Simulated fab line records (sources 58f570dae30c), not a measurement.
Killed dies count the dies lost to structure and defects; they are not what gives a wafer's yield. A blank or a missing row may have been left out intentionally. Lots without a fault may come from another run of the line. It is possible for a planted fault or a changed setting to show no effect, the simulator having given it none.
Split-lot experiment ; flow berkeley_cmos170 ; 23 wafers read from 5 lots, route of 331 steps

ON THE SPLIT
At UCB170_PWELL_CVD_05 (deposits Si3N4 from SiH2Cl2/NH3, target thk 220 nm, time 3300 s), the setting nh3_flow_sccm was moved away from the recipe's 75 sccm on 15 of the 23 wafers read, by -14.9% to +4.7%. This setting was run at the recipe's value on the other wafers.

FROM THE SPLIT TO THE READING: what the file shows between them, 2 steps
- UCB170_PWELL_HMDS_07: prime time 60 s
- UCB170_PWELL_DEVELOP_12: develop time 45 s

THE READING
oes_product_au, in a.u., at UCB170_PWELL_ETCH_14 (etches Si3N4 in CH3F/Ar/O2, stops on SiO2, target depth 242 nm, time 151 s). Typical for fault-free wafers on this fab line: 0.940 a.u., with standard deviation 0.014 a.u.

wafer;tool, chamber at the split;nh3_flow_sccm as run, sccm;against the recipe;oes_product_au, a.u.;against lot-mates on the recipe
L074.1;-, -;75;recipe;0.938;-
L074.2;-, -;75;recipe;0.950;-
L074.3;-, -;75;recipe;0.933;-
L074.4;-, -;75;recipe;0.951;-
L074.6;-, -;75;recipe;0.946;-
L076.1;-, -;63.85;-14.9%;0.888;no lot-mate on the recipe
L076.2;-, -;63.85;-14.9%;0.892;no lot-mate on the recipe
L076.3;-, -;63.85;-14.9%;0.878;no lot-mate on the recipe
L076.5;-, -;63.85;-14.9%;0.889;no lot-mate on the recipe
L076.6;-, -;63.85;-14.9%;0.865;no lot-mate on the recipe
L075.1;-, -;69.32;-7.6%;0.918;no lot-mate on the recipe
L075.2;-, -;69.32;-7.6%;0.917;no lot-mate on the recipe
L075.3;-, -;69.32;-7.6%;0.922;no lot-mate on the recipe
L075.5;-, -;69.32;-7.6%;0.920;no lot-mate on the recipe
L075.6;-, -;69.32;-7.6%;0.893;no lot-mate on the recipe
L079.1;-, -;78.52;+4.7%;0.954;no lot-mate on the recipe
L079.2;-, -;78.52;+4.7%;0.963;no lot-mate on the recipe
L079.3;-, -;78.52;+4.7%;0.978;no lot-mate on the recipe
L079.5;-, -;78.52;+4.7%;0.965;no lot-mate on the recipe
L079.6;-, -;78.52;+4.7%;0.954;no lot-mate on the recipe
L084.2;lpcvd-02, 0;75;recipe;0.943;-
L084.3;lpcvd-02, 0;75;recipe;0.926;-
L084.5;lpcvd-02, 0;75;recipe;0.945;-

THE FIT
A straight line over all 23 wafers: oes_product_au changes by +0.00403 a.u. for each +1% of nh3_flow_sccm; r = +0.95; the points scatter about the line by 0.0098 a.u.
Too few moved wafers with a lot-mate on the recipe to fit a line net of each lot's own level.

THE FILE'S OWN FIT
oes_product_au changes by +0.00403 a.u. for each +1% of nh3_flow_sccm, r = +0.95.
